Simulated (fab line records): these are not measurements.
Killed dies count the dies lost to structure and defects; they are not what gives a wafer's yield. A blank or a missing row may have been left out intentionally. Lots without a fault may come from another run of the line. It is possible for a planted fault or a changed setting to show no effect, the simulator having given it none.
Which of the tools did it? || flow berkeley cmos170 || 45 wafers from 15 lots sampled at 6 of the route's 331 steps

## WHAT THE GAUGES READ, wafer by wafer
UCB170_NLDD_TW_MEAS_11.
{"lot": "L194", "measured": "day 5 22:40", "on": "film metro-02", "NLDD_TW": "2293 2298 2303"}
{"lot": "L196", "measured": "day 6 17:14", "on": "film metro-03", "NLDD_TW": "2219 2220 2229"}
{"lot": "L197", "measured": "day 6 17:40", "on": "film metro-01", "NLDD_TW": "2213 2216 2214"}
{"lot": "L199", "measured": "day 7 08:30", "on": "film metro-02", "NLDD_TW": "2290 2279 2300"}
{"lot": "L200", "measured": "day 7 15:49", "on": "film metro-01", "NLDD_TW": "2199 2198 2192"}
{"lot": "L205", "measured": "day 8 12:22", "on": "film metro-02", "NLDD_TW": "2271 2285 2283"}
{"lot": "L208", "measured": "day 9 03:28", "on": "film metro-01", "NLDD_TW": "2224 2212 2215"}
{"lot": "L206", "measured": "day 9 04:23", "on": "film metro-01", "NLDD_TW": "2213 2207 2230"}
{"lot": "L207", "measured": "day 9 04:10", "on": "film metro-03", "NLDD_TW": "2243 2244 2247"}
{"lot": "L209", "measured": "day 9 15:56", "on": "film metro-01", "NLDD_TW": "2206 2193 2205"}
{"lot": "L211", "measured": "day 10 05:59", "on": "film metro-03", "NLDD_TW": "30 30 30"}
{"lot": "L212", "measured": "day 10 06:52", "on": "film metro-01", "NLDD_TW": "30 30 30"}
{"lot": "L213", "measured": "day 10 06:58", "on": "film metro-03", "NLDD_TW": "30 30 30"}
{"lot": "L210", "measured": "day 10 07:08", "on": "film metro-02", "NLDD_TW": "2281 2277 2288"}
{"lot": "L215", "measured": "day 11 02:46", "on": "film metro-01", "NLDD_TW": "2213 2219 2218"}

UCB170_M2_OVL_MEAS_16.
{"lot": "L194", "measured": "day 7 08:38", "on": "overlay-01", "M2_OVL (nm)": "-3 -1 -3"}
{"lot": "L196", "measured": "day 7 22:28", "on": "overlay-01", "M2_OVL (nm)": "3 -7 -2"}
{"lot": "L197", "measured": "day 7 22:40", "on": "overlay-02", "M2_OVL (nm)": "-13 -6 -14"}
{"lot": "L199", "measured": "day 8 17:00", "on": "overlay-02", "M2_OVL (nm)": "5 8 9"}
{"lot": "L200", "measured": "day 8 17:17", "on": "overlay-02", "M2_OVL (nm)": "-2 -8 -3"}
{"lot": "L205", "measured": "day 9 15:58", "on": "overlay-01", "M2_OVL (nm)": "1 0 8"}
{"lot": "L208", "measured": "day 10 08:34", "on": "overlay-02", "M2_OVL (nm)": "-7 2 1"}
{"lot": "L206", "measured": "day 10 08:17", "on": "overlay-02", "M2_OVL (nm)": "0 5 -4"}
{"lot": "L207", "measured": "day 10 11:24", "on": "overlay-01", "M2_OVL (nm)": "-1 -2 9"}
{"lot": "L209", "measured": "day 10 18:26", "on": "overlay-02", "M2_OVL (nm)": "7 3 1"}
{"lot": "L211", "measured": "day 11 09:17", "on": "overlay-01", "M2_OVL (nm)": "-7 1 -3"}
{"lot": "L212", "measured": "day 11 09:01", "on": "overlay-02", "M2_OVL (nm)": "-2 0 -5"}
{"lot": "L213", "measured": "day 11 08:41", "on": "overlay-02", "M2_OVL (nm)": "7 7 11"}
{"lot": "L210", "measured": "day 11 09:50", "on": "overlay-01", "M2_OVL (nm)": "-2 -1 -5"}
{"lot": "L215", "measured": "day 12 05:04", "on": "overlay-02", "M2_OVL (nm)": "-2 -2 -3"}

UCB170_M3_THK_MEAS_03: measures by xrf.
{"lot": "L194", "measured": "day 7 12:25", "on": "film metro-01", "M3_AL_THK (nm)": "909 918 914"}
{"lot": "L196", "measured": "day 8 02:26", "on": "film metro-02", "M3_AL_THK (nm)": "940 928 936"}
{"lot": "L197", "measured": "day 8 02:42", "on": "film metro-01", "M3_AL_THK (nm)": "934 927 921"}
{"lot": "L199", "measured": "day 8 23:37", "on": "film metro-01", "M3_AL_THK (nm)": "932 926 912"}
{"lot": "L200", "measured": "day 8 23:52", "on": "film metro-03", "M3_AL_THK (nm)": "898 904 895"}
{"lot": "L205", "measured": "day 9 19:07", "on": "film metro-03", "M3_AL_THK (nm)": "920 906 906"}
{"lot": "L208", "measured": "day 10 12:11", "on": "film metro-02", "M3_AL_THK (nm)": "945 940 941"}
{"lot": "L206", "measured": "day 10 11:52", "on": "film metro-03", "M3_AL_THK (nm)": "925 918 918"}
{"lot": "L207", "measured": "day 10 15:06", "on": "film metro-01", "M3_AL_THK (nm)": "933 930 930"}
{"lot": "L209", "measured": "day 10 22:14", "on": "film metro-01", "M3_AL_THK (nm)": "932 945 934"}
{"lot": "L211", "measured": "day 11 12:28", "on": "film metro-01", "M3_AL_THK (nm)": "930 919 925"}
{"lot": "L212", "measured": "day 11 12:12", "on": "film metro-02", "M3_AL_THK (nm)": "933 929 934"}
{"lot": "L213", "measured": "day 11 12:01", "on": "film metro-01", "M3_AL_THK (nm)": "929 926 936"}
{"lot": "L210", "measured": "day 11 12:52", "on": "film metro-03", "M3_AL_THK (nm)": "905 917 907"}
{"lot": "L215", "measured": "day 12 08:20", "on": "film metro-01", "M3_AL_THK (nm)": "912 911 911"}

## WHAT TOOL EACH LOT RAN ON (gives the tool, then ch and the chambers of the sampled wafers, and finally the start)
{"lot": "L194", "UCB170_PLDD_STRIP_10": "plasma asher-03 ch 0,1, day 5 20:06", "UCB170_NLDD_STRIP_10": "plasma asher-01 ch 0, day 5 22:33", "UCB170_V2_CVD_00": "pecvd-04 ch 0,2, day 7 09:07"}
{"lot": "L196", "UCB170_PLDD_STRIP_10": "plasma asher-02 ch 0,1, day 6 14:36", "UCB170_NLDD_STRIP_10": "plasma asher-04 ch 0,1, day 6 17:08", "UCB170_V2_CVD_00": "pecvd-01 ch 1,2, day 7 23:09"}
{"lot": "L197", "UCB170_PLDD_STRIP_10": "plasma asher-03 ch 0, day 6 14:47", "UCB170_NLDD_STRIP_10": "plasma asher-02 ch 0,1, day 6 17:34", "UCB170_V2_CVD_00": "pecvd-03 ch 0,1, day 7 23:20"}
{"lot": "L199", "UCB170_PLDD_STRIP_10": "plasma asher-01 ch 0,1, day 7 06:14", "UCB170_NLDD_STRIP_10": "plasma asher-02 ch 0,1, day 7 08:24", "UCB170_V2_CVD_00": "pecvd-04 ch 1,2, day 8 17:29"}
{"lot": "L200", "UCB170_PLDD_STRIP_10": "plasma asher-02 ch 0,1, day 7 13:46", "UCB170_NLDD_STRIP_10": "plasma asher-04 ch 0, day 7 15:43", "UCB170_V2_CVD_00": "pecvd-03 ch 1,2, day 8 17:46"}
{"lot": "L205", "UCB170_PLDD_STRIP_10": "plasma asher-01 ch 0, day 8 10:38", "UCB170_NLDD_STRIP_10": "plasma asher-02 ch 0,1, day 8 12:16", "UCB170_V2_CVD_00": "pecvd-01 ch 0,1,2, day 9 16:26"}
{"lot": "L208", "UCB170_PLDD_STRIP_10": "plasma asher-01 ch 1, day 9 00:36", "UCB170_NLDD_STRIP_10": "plasma asher-01 ch 0,1, day 9 03:22", "UCB170_V2_CVD_00": "pecvd-01 ch 1,2, day 10 09:02"}
{"lot": "L206", "UCB170_PLDD_STRIP_10": "plasma asher-01 ch 0,1, day 9 01:09", "UCB170_NLDD_STRIP_10": "plasma asher-01 ch 0,1, day 9 04:17", "UCB170_V2_CVD_00": "pecvd-04 ch 0,1, day 10 08:46"}
{"lot": "L207", "UCB170_PLDD_STRIP_10": "plasma asher-03 ch 0,1, day 9 01:22", "UCB170_NLDD_STRIP_10": "plasma asher-04 ch 0, day 9 04:04", "UCB170_V2_CVD_00": "pecvd-03 ch 0,2, day 10 11:53"}
{"lot": "L209", "UCB170_PLDD_STRIP_10": "plasma asher-01 ch 1, day 9 13:58", "UCB170_NLDD_STRIP_10": "plasma asher-04 ch 0,1, day 9 15:50", "UCB170_V2_CVD_00": "pecvd-04 ch 0,1,2, day 10 18:56"}
{"lot": "L211", "UCB170_PLDD_STRIP_10": "plasma asher-03 ch 0,1, day 10 02:46", "UCB170_NLDD_STRIP_10": "plasma asher-01 ch 0,1, day 10 05:52", "UCB170_V2_CVD_00": "pecvd-03 ch 1,2, day 11 09:46"}
{"lot": "L212", "UCB170_PLDD_STRIP_10": "plasma asher-03 ch 0,1, day 10 03:52", "UCB170_NLDD_STRIP_10": "plasma asher-04 ch 0,1, day 10 06:47", "UCB170_V2_CVD_00": "pecvd-04 ch 1,2, day 11 09:29"}
{"lot": "L213", "UCB170_PLDD_STRIP_10": "plasma asher-02 ch 0,1, day 10 04:13", "UCB170_NLDD_STRIP_10": "plasma asher-04 ch 0,1, day 10 06:52", "UCB170_V2_CVD_00": "pecvd-03 ch 1,2, day 11 09:10"}
{"lot": "L210", "UCB170_PLDD_STRIP_10": "plasma asher-03 ch 0,1, day 10 04:30", "UCB170_NLDD_STRIP_10": "plasma asher-01 ch 0,1, day 10 07:02", "UCB170_V2_CVD_00": "pecvd-04 ch 0,1,2, day 11 10:19"}
{"lot": "L215", "UCB170_PLDD_STRIP_10": "plasma asher-02 ch 0,1, day 11 00:26", "UCB170_NLDD_STRIP_10": "plasma asher-01 ch 1, day 11 02:39", "UCB170_V2_CVD_00": "pecvd-04 ch 0,2, day 12 05:33"}
- UCB170_PLDD_STRIP_10: strips in O2.
- UCB170_NLDD_STRIP_10: strips in O2.
- UCB170_V2_CVD_00: deposits SiO2 from TEOS/O2, target thk 2000 nm, time 250 s.

## WHAT THE TOOLS THEMSELVES READ (means of the sampled wafers that have a number; where no wafer has one, the mark that the record gives instead)
UCB170_PLDD_STRIP_10.
{"lot": "L194", "tool": "plasma asher-03", "chamber pressure mTorr (mTorr)": 3501, "drypump motor current A (A)": 5.8, "oes product au (a.u.)": 0.734, "strip time to endpoint s (s)": 21.55}
{"lot": "L196", "tool": "plasma asher-02", "chamber pressure mTorr (mTorr)": 3498, "drypump motor current A (A)": 6.3, "oes product au (a.u.)": 0.736, "strip time to endpoint s (s)": 21.67}
{"lot": "L197", "tool": "plasma asher-03", "chamber pressure mTorr (mTorr)": 3498, "drypump motor current A (A)": 6.0, "oes product au (a.u.)": 0.730, "strip time to endpoint s (s)": 21.74}
{"lot": "L199", "tool": "plasma asher-01", "chamber pressure mTorr (mTorr)": 3496, "drypump motor current A (A)": 5.2, "oes product au (a.u.)": 0.733, "strip time to endpoint s (s)": 21.56}
{"lot": "L200", "tool": "plasma asher-02", "chamber pressure mTorr (mTorr)": 3500, "drypump motor current A (A)": 6.3, "oes product au (a.u.)": 0.733, "strip time to endpoint s (s)": 21.60}
{"lot": "L205", "tool": "plasma asher-01", "chamber pressure mTorr (mTorr)": 3503, "drypump motor current A (A)": 5.1, "oes product au (a.u.)": 0.737, "strip time to endpoint s (s)": 21.57}
{"lot": "L208", "tool": "plasma asher-01", "chamber pressure mTorr (mTorr)": 3495, "drypump motor current A (A)": 5.5, "oes product au (a.u.)": 0.735, "strip time to endpoint s (s)": 21.58}
{"lot": "L206", "tool": "plasma asher-01", "chamber pressure mTorr (mTorr)": 3499, "drypump motor current A (A)": 5.4, "oes product au (a.u.)": 0.732, "strip time to endpoint s (s)": 21.60}
{"lot": "L207", "tool": "plasma asher-03", "chamber pressure mTorr (mTorr)": 3500, "drypump motor current A (A)": 5.8, "oes product au (a.u.)": 0.743, "strip time to endpoint s (s)": 21.71}
{"lot": "L209", "tool": "plasma asher-01", "chamber pressure mTorr (mTorr)": 3500, "drypump motor current A (A)": 5.5, "oes product au (a.u.)": 0.734, "strip time to endpoint s (s)": 21.63}
{"lot": "L211", "tool": "plasma asher-03", "chamber pressure mTorr (mTorr)": "-", "drypump motor current A (A)": "-", "oes product au (a.u.)": "-", "strip time to endpoint s (s)": "-"}
{"lot": "L212", "tool": "plasma asher-03", "chamber pressure mTorr (mTorr)": "-", "drypump motor current A (A)": "-", "oes product au (a.u.)": "-", "strip time to endpoint s (s)": "-"}
{"lot": "L213", "tool": "plasma asher-02", "chamber pressure mTorr (mTorr)": "-", "drypump motor current A (A)": "-", "oes product au (a.u.)": "-", "strip time to endpoint s (s)": "-"}
{"lot": "L210", "tool": "plasma asher-03", "chamber pressure mTorr (mTorr)": 3500, "drypump motor current A (A)": 5.8, "oes product au (a.u.)": 0.735, "strip time to endpoint s (s)": 21.58}
{"lot": "L215", "tool": "plasma asher-02", "chamber pressure mTorr (mTorr)": 3505, "drypump motor current A (A)": 6.3, "oes product au (a.u.)": 0.732, "strip time to endpoint s (s)": 21.50}

UCB170_NLDD_STRIP_10.
{"lot": "L194", "tool": "plasma asher-01", "chamber pressure mTorr (mTorr)": 3497, "drypump motor current A (A)": 5.1, "oes product au (a.u.)": 0.731, "strip time to endpoint s (s)": 21.67}
{"lot": "L196", "tool": "plasma asher-04", "chamber pressure mTorr (mTorr)": 3499, "drypump motor current A (A)": 6.0, "oes product au (a.u.)": 0.736, "strip time to endpoint s (s)": 21.62}
{"lot": "L197", "tool": "plasma asher-02", "chamber pressure mTorr (mTorr)": 3500, "drypump motor current A (A)": 6.0, "oes product au (a.u.)": 0.736, "strip time to endpoint s (s)": 21.57}
{"lot": "L199", "tool": "plasma asher-02", "chamber pressure mTorr (mTorr)": 3503, "drypump motor current A (A)": 6.1, "oes product au (a.u.)": 0.738, "strip time to endpoint s (s)": 21.62}
{"lot": "L200", "tool": "plasma asher-04", "chamber pressure mTorr (mTorr)": 3500, "drypump motor current A (A)": 6.3, "oes product au (a.u.)": 0.739, "strip time to endpoint s (s)": 21.63}
{"lot": "L205", "tool": "plasma asher-02", "chamber pressure mTorr (mTorr)": 3498, "drypump motor current A (A)": 6.0, "oes product au (a.u.)": 0.734, "strip time to endpoint s (s)": 21.68}
{"lot": "L208", "tool": "plasma asher-01", "chamber pressure mTorr (mTorr)": 3502, "drypump motor current A (A)": 5.4, "oes product au (a.u.)": 0.733, "strip time to endpoint s (s)": 21.79}
{"lot": "L206", "tool": "plasma asher-01", "chamber pressure mTorr (mTorr)": 3500, "drypump motor current A (A)": 5.4, "oes product au (a.u.)": 0.731, "strip time to endpoint s (s)": 21.66}
{"lot": "L207", "tool": "plasma asher-04", "chamber pressure mTorr (mTorr)": 3500, "drypump motor current A (A)": 6.3, "oes product au (a.u.)": 0.733, "strip time to endpoint s (s)": 21.62}
{"lot": "L209", "tool": "plasma asher-04", "chamber pressure mTorr (mTorr)": 3499, "drypump motor current A (A)": 5.6, "oes product au (a.u.)": 0.735, "strip time to endpoint s (s)": 21.65}
{"lot": "L211", "tool": "plasma asher-01", "chamber pressure mTorr (mTorr)": 3497, "drypump motor current A (A)": 5.2, "oes product au (a.u.)": 0.738, "strip time to endpoint s (s)": 47.80}
{"lot": "L212", "tool": "plasma asher-04", "chamber pressure mTorr (mTorr)": 3502, "drypump motor current A (A)": 6.0, "oes product au (a.u.)": 0.740, "strip time to endpoint s (s)": 47.68}
{"lot": "L213", "tool": "plasma asher-04", "chamber pressure mTorr (mTorr)": 3501, "drypump motor current A (A)": 6.0, "oes product au (a.u.)": 0.740, "strip time to endpoint s (s)": 47.70}
{"lot": "L210", "tool": "plasma asher-01", "chamber pressure mTorr (mTorr)": 3499, "drypump motor current A (A)": 5.3, "oes product au (a.u.)": 0.735, "strip time to endpoint s (s)": 21.66}
{"lot": "L215", "tool": "plasma asher-01", "chamber pressure mTorr (mTorr)": 3502, "drypump motor current A (A)": 5.5, "oes product au (a.u.)": 0.733, "strip time to endpoint s (s)": 21.55}

UCB170_V2_CVD_00.
{"lot": "L194", "tool": "pecvd-04", "heater power w (W)": 262}
{"lot": "L196", "tool": "pecvd-01", "heater power w (W)": 309}
{"lot": "L197", "tool": "pecvd-03", "heater power w (W)": 216}
{"lot": "L199", "tool": "pecvd-04", "heater power w (W)": 293}
{"lot": "L200", "tool": "pecvd-03", "heater power w (W)": 282}
{"lot": "L205", "tool": "pecvd-01", "heater power w (W)": 309}
{"lot": "L208", "tool": "pecvd-01", "heater power w (W)": 269}
{"lot": "L206", "tool": "pecvd-04", "heater power w (W)": 304}
{"lot": "L207", "tool": "pecvd-03", "heater power w (W)": 214}
{"lot": "L209", "tool": "pecvd-04", "heater power w (W)": 315}
{"lot": "L211", "tool": "pecvd-03", "heater power w (W)": 275}
{"lot": "L212", "tool": "pecvd-04", "heater power w (W)": 255}
{"lot": "L213", "tool": "pecvd-03", "heater power w (W)": 277}
{"lot": "L210", "tool": "pecvd-04", "heater power w (W)": 267}
{"lot": "L215", "tool": "pecvd-04", "heater power w (W)": 270}

## THE ANSWER, worked out from the rows above alone
Rule: the usual values come from the lots themselves. The widest of any qualifying gaps counts: lots, ordered by their means at a reading, are off when they make up no more than a third of the lots, leave a main group of 4 or more, and stand apart from it by 3 or more times the standard deviation of that group's means. A main group is skipped when, at the precision printed for the reading in the tables above, its means are all equal. Also off: a lot with no number at a reading for which 4 or more lots have one. Any other lot the step has rows for is counted as sound. The gauges are gone through in route order, then the tools' own readings, and for those a lot's mean is taken as printed above. At the first step where some lot is off, the reading lying furthest off is the one used; lots without a number count as furthest.
Off: L211, L212, L213, at UCB170_NLDD_TW_MEAS_11 (NLDD_TW). The main group: mean 2240, standard deviation 36.
If a tool, at a process step before that reading, ran all the lots that are off and no sound lot after the first of them, it fits. The gauges at UCB170_NLDD_TW_MEAS_11 aren't tried: what is off there is off at UCB170_PLDD_STRIP_10 too, on other tools, and a gauge's error can't cause that. No candidate that was tried fits.

## WHAT HAD BEEN PUT IN BY THE SIMULATOR
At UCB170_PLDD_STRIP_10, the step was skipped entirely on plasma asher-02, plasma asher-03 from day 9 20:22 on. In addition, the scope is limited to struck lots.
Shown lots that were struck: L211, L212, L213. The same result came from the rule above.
